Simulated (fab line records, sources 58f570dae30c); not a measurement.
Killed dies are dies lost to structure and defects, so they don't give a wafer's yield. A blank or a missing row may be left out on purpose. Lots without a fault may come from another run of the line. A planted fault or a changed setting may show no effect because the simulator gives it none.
Chamber matching | flow berkeley_cmos170 | UCB170_ZERO_ETCH_06 on rie_diel-02: 4 sister chambers
The step etches SiO2 in CHF3/CF4/Ar, time 12 s. 4 wafers are shown with their chamber, then 7 later ones without.

WAFERS WITH THEIR CHAMBER
wafer  | chamber | drypump_motor_current_A (A)
L426.6 | 1       | 5.7
L432.5 | 0       | 6.3
L437.1 | 2       | 4.7
L437.3 | 3       | 5.9

WAFERS WITHOUT THEIR CHAMBER
wafer  | drypump_motor_current_A (A)
L437.6 | 4.7
L440.1 | 6.3
L440.3 | 5.8
L440.6 | 5.8
L441.1 | 6.3
L441.3 | 5.8
L441.4 | 5.7

WHICH CHAMBER EACH WENT THROUGH
wafer  | from the rows above     | in truth
L437.6 | 2                       | 2
L440.1 | 0                       | 0
L440.3 | can't be placed: 1 or 3 | 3
L440.6 | can't be placed: 1 or 3 | 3
L441.1 | 0                       | 0
L441.3 | can't be placed: 1 or 3 | 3
L441.4 | 1                       | 1
Placed correctly: 4 of 7. Can't be placed from these rows: 3 (the true chamber is among the candidates in 3). Placed wrongly: 0.
How it was worked out, from the rows above alone: a wafer's distance from a chamber is the root of the sum, over the readings, of the square of ((its reading less the chamber's mean) divided by the reading's scatter). The wafer belongs to the nearest chamber; if the next one is less than 2 further off, it can't be placed. A chamber's mean is the mean of its shown wafers. The scatter: with one shown wafer a chamber, the root of the mean of the squares of how far each hidden wafer lies from its nearest shown one.
